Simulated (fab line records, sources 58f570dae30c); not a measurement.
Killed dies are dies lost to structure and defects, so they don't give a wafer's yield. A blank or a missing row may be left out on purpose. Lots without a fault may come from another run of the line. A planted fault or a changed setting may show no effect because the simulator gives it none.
A struck lot beside a sound one | flow berkeley_cmos170 | 16 steps out of a route of 331
Sound: wafers L362.4, L362.5, L362.6. Struck: wafers L367.1, L367.5, L367.6. The cause comes at the end.
At each step with rows: each side's tool, then ch and its chambers, then its first start. Under that, the readings that differ: sound wafers | struck wafers | difference of the means | sigmas: that difference in standard deviations of wafers without a fault.
alike: readings whose means differ by less than 2 such deviations, and words and numbers that are the same on both sides. not compared: withheld readings, readings that some wafer has no value for, bounds like >300 that may hide the same value, and numbers for which the record gives no deviation and whose values overlap.
The two part at a step that has a row with sigmas, a row that says differs or no value, or rows on one side only. Numbers that don't overlap but have no deviation are shown without sigmas and don't part them. A reading that every wafer of one side lacks parts them only if that side has two wafers or more.

UCB170_V1_CMP_02: polishes SiO2.
  sound on cmp-02 ch 0,2,3, day 8 18:49; struck on cmp-02 ch 0,1, day 11 01:46
  alike: motor_current_A
UCB170_V1_BOW_MEAS_03:
  sound on film_metro-03, day 8 19:04; struck on film_metro-01, day 11 02:01
  alike: V1_BOW
UCB170_V1_THK_MEAS_04:
  sound on film_metro-03, day 8 19:10; struck on film_metro-01, day 11 02:08
  alike: V1_POLISHED_THK
then, 7 steps without rows for these wafers: UCB170_V1_CLEAN_05 (cleans in DIW); UCB170_V1_HMDS_06 (prime time 60 s); UCB170_V1_COAT_07 (resist thk 900 nm); UCB170_V1_SOFTBAKE_08 (time 60 s); UCB170_V1_EXPOSE_09 (exposes mask VIA1, target cd 700 nm); UCB170_V1_PEB_10; UCB170_V1_DEVELOP_11 (develop time 45 s).
UCB170_V1_CD_MEAS_12: target cd 700 nm.
  sound on cd_sem-01, day 8 20:31; struck on cd_sem-02, day 11 03:34
  alike: cd_nm
UCB170_V1_OVL_MEAS_13:
  sound on overlay-02, day 8 20:36; struck on overlay-02, day 11 03:41
  alike: V1_OVL
UCB170_V1_ETCH_14: etches SiO2 in CHF3/CF4/Ar, stops on Al, target depth 1250 nm, time 291 s.
  sound on rie_diel-03 ch 0,2,3, day 8 20:37; struck on rie_diel-03 ch 0,2,3, day 11 03:43
  no value came back on the struck wafers for any of 5 readings (CHF3_flow_sccm (sccm), cf4_flow_sccm (sccm) and others); on the sound wafers CHF3_flow_sccm (sccm) reads 45.13 44.67 45.07
  reading                             | sound           | struck            | difference | sigmas
  model.KrF_of_V1_COAT_07.thk_nm (nm) | 612.3 608.6 608 | 885.8 884.3 886.1 | +275.8     |
  not compared: rf_hours_counter_h
UCB170_V1_STRIP_15: strips in O2.
  sound on plasma_asher-01 ch 0,1, day 8 20:50; struck on plasma_asher-01 ch 0,1, day 11 03:54
  reading                      | sound             | struck            | difference | sigmas
  strip_time_to_endpoint_s (s) | 15.37 15.27 15.26 | 21.63 21.58 21.63 | +6.31      | +57
  alike: drypump_motor_current_A, oes_product_au
  not compared: rf_hours_counter_h
UCB170_V1_CD_MEAS_90: target cd 700 nm.
  sound on cd_sem-01, day 8 20:57; struck on cd_sem-01, day 11 04:00
  reading    | sound             | struck | difference                    | sigmas
  cd_nm (nm) | 697.4 700.8 699.0 | - - -  | no value on the struck wafers |
UCB170_M3_PROBE_99:
  the record has rows for the struck wafers here (prober-01, day 11 16:04) and none for the sound ones

WHERE THEY PART
First at UCB170_V1_ETCH_14; last, within this record, at UCB170_M3_PROBE_99.

WHY: what the simulator had put in
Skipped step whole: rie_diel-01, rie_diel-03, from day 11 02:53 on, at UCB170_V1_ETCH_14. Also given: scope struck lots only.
